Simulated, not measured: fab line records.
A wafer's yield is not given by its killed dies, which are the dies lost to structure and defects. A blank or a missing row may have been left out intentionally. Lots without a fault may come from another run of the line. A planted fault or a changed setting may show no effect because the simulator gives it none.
Which tool is to blame? ; flow berkeleyCmos170 ; Sampling: 7 lots, 21 wafers, 2 of 331 route steps

== WHAT THE GAUGES SHOWED, per wafer ==
UCB170_M3_CD_MEAS_15: the cd target is 700 nm.
lot;measured;on;cdNm (nm)
L353;day 9 16:27;cdSem-02;700.6 699.2 700.2
L354;day 10 19:40;cdSem-01;700.1 701.3 701.1
L359;day 11 12:44;cdSem-02;698.3 699.0 699.2
L362;day 12 09:41;cdSem-01;703.9 704.2 705.9
L360;day 12 13:16;cdSem-02;722.5 724.8 723.8
L363;day 13 06:56;cdSem-02;700.3 699.7 700.9
L373;day 15 07:55;cdSem-02;699.7 698.0 698.9

== EACH LOT AND THE TOOL THAT RAN IT (in order: tool; ch and the chambers of the sampled wafers; start) ==
lot;UCB170_M3_SOFTBAKE_11
L353;lithoTrack-02 ch 0, day 9 15:00
L354;lithoTrack-02 ch 0, day 10 19:00
L359;lithoTrack-03 ch 0, day 11 12:00
L362;lithoTrack-01 ch 0, day 12 08:00
L360;lithoTrack-03 ch 0, day 12 12:00
L363;lithoTrack-02 ch 0, day 13 06:00
L373;lithoTrack-02 ch 0, day 15 07:00
- UCB170_M3_SOFTBAKE_11: time 60 s.

== THE ANSWER, worked out from the rows above alone ==
Rule: what is usual is taken from the lots themselves. The widest of any qualifying gaps counts: lots, ordered by their means at a reading, are off when they make up no more than a third of the lots, leave a main group of 4 or more, and stand apart from it by 3 or more times the standard deviation of that group's means. The tables above print the reading to a certain number of digits; a main group whose means all agree to those digits is not used. A lot without any number at a reading at which 4 lots or more have one is off too. Where the step has rows for the other lots, those lots are counted as sound.
Off: L360 (UCB170_M3_CD_MEAS_15, cdNm). For the main group the mean is 700.6 nm and the standard deviation 2.
A tool fits if, at a process step before that reading, it ran every lot that is off, and no sound lot after the first of them. The gauges at UCB170_M3_CD_MEAS_15 are tried like those tools. One fits: lithoTrack-03 at UCB170_M3_SOFTBAKE_11. Its last sound lot is L359 (day 11 12:00), its first lot that is off L360 (day 12 12:00): a fault that began between those two fits.

== WHAT THE SIMULATOR HAD PUT IN ==
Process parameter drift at UCB170_M3_SOFTBAKE_11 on lithoTrack-03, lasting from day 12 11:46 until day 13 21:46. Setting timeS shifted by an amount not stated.
Struck lots among those shown: L360. The same result came from the rule above.
